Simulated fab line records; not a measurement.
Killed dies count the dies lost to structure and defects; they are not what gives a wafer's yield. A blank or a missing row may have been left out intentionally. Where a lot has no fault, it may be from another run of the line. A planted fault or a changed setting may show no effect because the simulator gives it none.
fab line records -- flow berkeley_cmos170
record lots=6, wafers=18, last_day=13
route steps=331 shown PFIELD@86 FIELD@89 SACOX@97
lots untouched by any fault: they come from a run of this same line in which no faults occurred
start_h: hours from the record's opening day to when the first of the lot's shown wafers began -- wait_h: hours elapsed since this lot's preceding step -- " the same as in the row above -- L1.1+2: one row covering several wafers at once -- - value missing, or start not given -- * or withheld: withheld -- < > ~ a bound
route shown NAME@n: names a module that has steps shown in the file, with the first one's number in the route -- usual: average and standard deviation across the fault-free wafers -- same: alike in all rows -- chamber/n: place in a boat -- sites: each site's reading -- _std_site: standard deviation of those values -- _edge_site: mean of outer sites minus mean of inner sites -- radius_mm: for every site, how far away it sits from the centre of the wafer -- mask NAME#n: copy n -- behind: the tool/chamber that last shaped the wafer -- hold: reason for holding the lot/hours on hold/outcome of the hold -- device: the transistor (n, p or np) that didn't switch -- end of line: at the end of the route, the tests of the same wafers -- a step without rows: its recipe alone -- killed: dies that structure and defects cost at the first sort, which is not the same as the wafer's yield -- map: dies across one wafer; x = killed, . = not, _ = none there
set.NAME: setting as actually run; set.NAME@STEP: the setting as run at that earlier step -- model.NAME: the simulator's own value behind a step, which no gauge read
lots at some steps of the route; a table a step, a row a wafer
services: from which hour (start_h, from the record's first day; less than 0 if before it) a tool's chamber was out of use, for how many hours, and why
## steps
# step UCB170_PFIELD_IMPLANT_07
# recipe species=B, dose_cm2=2e+13, energy_kev=80, tilt_deg=7
# step UCB170_PFIELD_STRIP_08
# recipe chemistry=O2, power_w=400, pressure_mtorr=3500, platen_temp_c=withheld, o2_flow_sccm=400, overash_fraction=0.5
# usual drypump_motor_current_A=5.6/0.41, oes_product_au=0.735/0.0039, strip_time_to_endpoint_s=21.64/0.068
lot.wafer,tool,chamber,start_h,wait_h,drypump_motor_current_A,oes_product_au,rf_hours_counter_h,strip_time_to_endpoint_s
L914.1,plasma_asher-02,1,119.55,0.1,5.2,0.738,40,21.62
L914.2,plasma_asher-02,0,119.55,0.1,6.1,0.732,40,21.55
L914.4,plasma_asher-02,1,119.55,0.1,5.2,0.738,-,21.59
L915.2,plasma_asher-02,0,144.59,0.1,6.1,0.735,43,21.54
L915.3,plasma_asher-02,1,144.59,0.1,5.2,0.733,-,21.54
L915.6,plasma_asher-02,1,144.59,0.1,5.2,0.732,-,21.58
L922.2,plasma_asher-02,0,170.33,0.2,6.1,0.736,45,21.74
L922.4,plasma_asher-02,0,170.33,0.2,6.1,0.734,-,21.55
L922.5,plasma_asher-02,1,170.33,0.2,5.2,0.735,-,21.61
L923.2,plasma_asher-03,0,175.54,0.1,5.8,0.742,37,21.68
L923.4,plasma_asher-03,1,175.54,0.1,5.6,0.742,-,21.63
L923.5,plasma_asher-03,1,175.54,0.1,5.6,0.739,-,21.63
L925.1,plasma_asher-03,1,180.41,0.1,5.6,0.735,37,21.70
L925.5,plasma_asher-03,1,180.41,0.1,5.6,0.736,-,21.63
L925.6,plasma_asher-03,0,180.41,0.1,5.8,0.737,-,21.62
L926.1,plasma_asher-02,1,196.18,0.1,5.2,0.730,48,21.58
L926.2,plasma_asher-02,0,196.18,0.1,6.1,0.736,48,21.59
L926.6,plasma_asher-02,1,196.18,0.1,5.2,0.737,-,21.65
# step UCB170_PFIELD_TW_MEAS_09
# usual PFIELD_TW=605/7.2
lot.wafer,tool,chamber,start_h,wait_h,PFIELD_TW
L914.1,film_metro-03,-,119.65,0.1,615
L914.2,film_metro-03,-,119.65,0.1,613
L914.4,film_metro-03,-,119.65,0.1,613
L915.2,film_metro-01,-,144.70,0.1,598
L915.3,film_metro-01,-,144.70,0.1,598
L915.6,film_metro-01,-,144.70,0.1,596
L922.2,film_metro-02,-,170.44,0.1,596
L922.4,film_metro-02,-,170.44,0.1,600
L922.5,film_metro-02,-,170.44,0.1,597
L923.2,film_metro-02,-,175.65,0.1,598
L923.4,film_metro-02,-,175.65,0.1,598
L923.5,film_metro-02,-,175.65,0.1,598
L925.1,film_metro-03,-,180.51,0.1,614
L925.5,film_metro-03,-,180.51,0.1,607
L925.6,film_metro-03,-,180.51,0.1,613
L926.1,film_metro-01,-,196.28,0.1,592
L926.2,film_metro-01,-,196.28,0.1,591
L926.6,film_metro-01,-,196.28,0.1,591
# step UCB170_FIELD_CLEAN_00
# recipe chemistry=dHF, dilution=25:1, time_s=7.5
# step UCB170_FIELD_OXIDATION_01
# recipe temp_c=1000, ambient=H2O, p_h2o_torr=584.62, target_thk_a=5583, ox_time_s=7200
# step UCB170_FIELD_THK_MEAS_02
# recipe reads=SiO2_of_FIELD_OXIDATION_01
# usual FIELD_OXIDE_THK=555/9.5
lot.wafer,tool,chamber,start_h,wait_h,FIELD_OXIDE_THK[nm]
L914.1,film_metro-04,-,127.56,0.0,555
L914.2,film_metro-04,-,127.56,0.0,559
L914.4,film_metro-04,-,127.56,0.0,558
L915.2,film_metro-02,-,152.90,0.0,576
L915.3,film_metro-02,-,152.90,0.0,558
L915.6,film_metro-02,-,152.90,0.0,571
L922.2,film_metro-03,-,177.89,0.0,557
L922.4,film_metro-03,-,177.89,0.0,561
L922.5,film_metro-03,-,177.89,0.0,556
L925.1,film_metro-04,-,183.62,0.0,544
L925.5,film_metro-04,-,183.62,0.0,536
L925.6,film_metro-04,-,183.62,0.0,536
L923.2,film_metro-03,-,183.63,0.0,556
L923.4,film_metro-03,-,183.63,0.0,555
L923.5,film_metro-03,-,183.63,0.0,549
L926.1,film_metro-03,-,203.46,0.0,567
L926.2,film_metro-03,-,203.46,0.0,572
L926.6,film_metro-03,-,203.46,0.0,572
# step UCB170_FIELD_ANNEAL_03
# recipe temp_c=1000, time_s=1200, ambient=N2
# step UCB170_FIELD_WET_ETCH_04
# recipe chemistry=dHF, dilution=10:1, target=SiO2, temp_c=25, time_s=60
# step UCB170_FIELD_WET_ETCH_05
# recipe chemistry=H3PO4, target=Si3N4, temp_c=160, time_s=12600
# step UCB170_FIELD_WET_ETCH_06
# recipe chemistry=BOE, dilution=5:1, target=SiO2, temp_c=25, time_s=22
# step UCB170_FIELD_THK_MEAS_90
# recipe reads=SiO2_of_FIELD_OXIDATION_01
# usual FIELD_OXIDE_LEFT_1_THK=439/9.4
lot.wafer,tool,chamber,start_h,wait_h,FIELD_OXIDE_LEFT_1_THK[nm]
L914.1,film_metro-03,-,142.60,0.0,437
L914.2,film_metro-03,-,142.60,0.0,442
L914.4,film_metro-03,-,142.60,0.0,440
L915.2,film_metro-04,-,163.88,0.0,459
L915.3,film_metro-04,-,163.88,0.0,441
L915.6,film_metro-04,-,163.88,0.0,455
L922.2,film_metro-04,-,188.27,0.0,441
L922.4,film_metro-04,-,188.27,0.0,445
L922.5,film_metro-04,-,188.27,0.0,439
L925.1,film_metro-02,-,195.59,0.0,429
L925.5,film_metro-02,-,195.59,0.0,421
L925.6,film_metro-02,-,195.59,0.0,420
L923.2,film_metro-04,-,195.60,0.0,438
L923.4,film_metro-04,-,195.60,0.0,438
L923.5,film_metro-04,-,195.60,0.0,431
L926.1,film_metro-02,-,214.95,0.0,450
L926.2,film_metro-02,-,214.95,0.0,455
L926.6,film_metro-02,-,214.95,0.0,455
# step UCB170_SACOX_CLEAN_00
# recipe chemistry=dHF, dilution=25:1, time_s=7.5
# step UCB170_SACOX_OXIDATION_01
# recipe temp_c=900, ambient=O2, target_thk_a=144, ox_time_s=2400
# usual ox_temp_c=900.0/0.39, ox_temp_c_max=903.9/1.3
lot.wafer,tool,chamber,start_h,wait_h,ox_temp_c,ox_temp_c_max
L914.1,furnace-02,-,148.23,5.6,-,-
L914.2,furnace-02,-,148.23,5.6,-,-
L914.4,furnace-02,-,148.23,5.6,-,-
L915.2,furnace-01,-,168.71,4.8,-,-
L915.3,furnace-01,-,168.71,4.8,-,-
L915.6,furnace-01,-,168.71,4.8,-,-
L922.2,furnace-04,0,194.57,6.2,900.6,904.5
L922.4,furnace-04,0,194.57,6.2,900.8,903.2
L922.5,furnace-04,0,194.57,6.2,900.2,903.1
L923.2,furnace-04,0,198.82,3.2,899.6,902.7
L923.4,furnace-04,0,198.82,3.2,899.9,902.6
L923.5,furnace-04,0,198.82,3.2,899.9,902.8
L925.1,furnace-04,0,198.82,3.2,900.3,904.4
L925.5,furnace-04,0,198.82,3.2,900.6,903.3
L925.6,furnace-04,0,198.82,3.2,900.6,903.6
L926.1,furnace-02,0,220.51,5.5,899.5,908.7
L926.2,furnace-02,0,220.51,5.5,900.3,905.9
L926.6,furnace-02,0,220.51,5.5,900.5,906.9
## services
tool,chamber,start_h,hours,kind
furnace-02,-,132.79,4.3,pm
plasma_asher-02,-,140.35,0.6,repair
furnace-02,-,184.71,4.8,pm
furnace-02,-,206.60,3.1,pm
## key
first_sign step=UCB170_SACOX_OXIDATION_01, reading=tool_record, direction=missing
effect none on later readings
met_at UCB170_SACOX_OXIDATION_01
struck_wafers L914.1,L914.2,L914.4,L915.2,L915.3,L915.6
later_rows_left_out L914.1,L914.2,L914.4,L915.2,L915.3,L915.6
sort_left_out L914.1,L914.2,L914.4,L915.2,L915.3,L915.6
tester_left_out L914,L915
fault kind=skipped_step_whole, tool=furnace-01,furnace-02, chamber=-, onset_h=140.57, steps=UCB170_SACOX_OXIDATION_01, scope=struck_lots_only
# tester_left_out: of these lots the tester's yield and bins aren't shown, on N5 and GAA mostly nor the transistor test; their killed dies are dies lost to structure and defects alone, not to doping, threshold or leakage, so they don't give the yield
# sort_left_out: the simulated sort isn't trusted on such a fault, so these wafers' sort isn't shown, and their yield isn't known
# later_rows_left_out: the simulator's readings of these wafers behind a module that went badly wrong aren't trusted and aren't shown, but for the sort
